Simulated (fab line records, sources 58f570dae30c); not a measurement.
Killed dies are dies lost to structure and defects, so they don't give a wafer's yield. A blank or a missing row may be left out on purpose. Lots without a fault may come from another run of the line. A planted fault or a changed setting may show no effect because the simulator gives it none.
Chamber matching | flow berkeley_cmos170 | UCB170_V1_CMP_02 on cmp-02: 4 sister chambers
The step polishes SiO2. 4 wafers are shown with their chamber, then 9 later ones without.

WAFERS WITH THEIR CHAMBER
wafer  | chamber | motor_current_A (A)
L252.2 | 0       | 15.5
L252.5 | 2       | 18.5
L253.3 | 3       | 15.0
L253.6 | 1       | 20.1

WAFERS WITHOUT THEIR CHAMBER
wafer  | motor_current_A (A)
L256.2 | 15.4
L256.4 | 17.9
L256.5 | 18.4
L258.1 | 18.1
L258.2 | 15.6
L258.3 | 15.2
L259.3 | 19.6
L259.5 | 19.6
L259.6 | 15.4

WHICH CHAMBER EACH WENT THROUGH
wafer  | from the rows above     | in truth
L256.2 | can't be placed: 0 or 3 | 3
L256.4 | 2                       | 2
L256.5 | 2                       | 2
L258.1 | 2                       | 2
L258.2 | can't be placed: 0 or 3 | 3
L258.3 | can't be placed: 3 or 0 | 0
L259.3 | can't be placed: 1 or 2 | 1
L259.5 | can't be placed: 1 or 2 | 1
L259.6 | can't be placed: 0 or 3 | 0
Placed correctly: 3 of 9. Can't be placed from these rows: 6 (the true chamber is among the candidates in 6). Placed wrongly: 0.
How it was worked out, from the rows above alone: a wafer's distance from a chamber is the root of the sum, over the readings, of the square of ((its reading less the chamber's mean) divided by the reading's scatter). The wafer belongs to the nearest chamber; if the next one is less than 2 further off, it can't be placed. A chamber's mean is the mean of its shown wafers. The scatter: with one shown wafer a chamber, the root of the mean of the squares of how far each hidden wafer lies from its nearest shown one.
